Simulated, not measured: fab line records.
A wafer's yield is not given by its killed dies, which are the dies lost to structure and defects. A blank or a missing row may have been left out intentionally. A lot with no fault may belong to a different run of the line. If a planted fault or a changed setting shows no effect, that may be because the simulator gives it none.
A struck lot beside a sound one / flow ritCmos / 15 out of 202 route steps
Sound: the wafers L520.1, L520.2, L520.3. Struck: wafers L513.1, L513.3, L513.6. The cause is named last.
Per side, at each step with rows, come the tool, then ch with its chambers, and then its first start. Under that, the readings that differ: sound wafers / struck wafers / difference of the means / sigmas: that difference in standard deviations of wafers without a fault.
alike: readings with means less than 2 such deviations apart, plus words and numbers identical on both sides. not compared: withheld readings, readings lacking a value on some wafer, bounds such as >300 that could conceal the same value, and numbers that have no deviation in the record and whose values overlap.
Wherever a step has rows on one side only, a row that says differs or no value, or a row with sigmas, the two part there. When numbers do not overlap yet have no deviation, they are printed without sigmas and do not part them. A reading that every wafer of one side lacks parts them only if that side has two wafers or more.

first, 2 steps without rows for these wafers: RIT_ACTIVE_PEB_09; RIT_ACTIVE_DEVELOP_10 (develop time 50 s).
RIT_ACTIVE_CD_MEAS_11 targets a cd of 1400 nm.
  sound on cdSem-02, day 4 07:26; struck on cdSem-01, day 2 20:26
  alike: cdNm
then, 1 step without rows for these wafers: RIT_ACTIVE_HARDBAKE_12 (time 60 s).
RIT_ACTIVE_ETCH_13: etches Si3N4 in SF6, stops on SiO2, time 210 s, target depth 210 nm.
  sound on rieDiel-03 ch 0,1,3, day 4 07:43; struck on rieDiel-04 ch 0,2,3, day 2 20:43
  alike: drypumpMotorCurrentA, oesProductAu, runLengthS, throttleValvePct
  not compared: rfHoursCounterH
RIT_ACTIVE_STRIP_14: strips in O2, time 180 s.
  sound on plasmaAsher-03 ch 0,1, day 4 07:50; struck on plasmaAsher-02 ch 0,1, day 2 20:50
  alike: drypumpMotorCurrentA
  not compared: rfHoursCounterH
RIT_ACTIVE_CD_MEAS_90 targets a cd of 1400 nm.
  sound on cdSem-02, day 4 08:01; struck on cdSem-01, day 2 21:01
  alike: cdNm
then, 4 steps without rows for these wafers: RIT_ACTIVE_CLEAN_15 (cleans in SC1, time 600 s); RIT_ACTIVE_CLEAN_16 (cleans in dHF, time 30 s); RIT_ACTIVE_CLEAN_17 (cleans in SC2, time 600 s); RIT_FOX1_OXIDATION_00 (target thk 350.7 nm, ox time 1130 s).
RIT_FOX1_THK_MEAS_01:
  sound on filmMetro-01, day 4 10:19; struck on filmMetro-02, day 2 23:26
  alike: FOX1_OXIDE_THK
RIT_FOX1_WET_ETCH_02: etches SiO2 in BOE, target depth 350 nm, time 390 s.
  sound on wetBench-03 ch 1, day 4 10:23; struck on wetBench-04 ch 1, day 2 23:30
reading=runLengthS (s); sound=415.1 415.1 415.1; struck=392.7 392.7 392.7; difference=-22.4; sigmas=-8
then, 1 step without rows for these wafers: RIT_FOX2_OXIDATION_00 (target thk 350.7 nm, ox time 1130 s).
RIT_M1_PROBE_99:
  only the struck wafers here have rows in the record (prober-01, day 4 14:59); the sound ones have none

WHERE THEY PART
At RIT_FOX1_WET_ETCH_02 first; at RIT_M1_PROBE_99 last (within this record only).

WHY: whatever the simulator had introduced
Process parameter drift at RIT_FOX1_WET_ETCH_02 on wetBench-04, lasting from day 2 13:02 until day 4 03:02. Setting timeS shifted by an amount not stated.
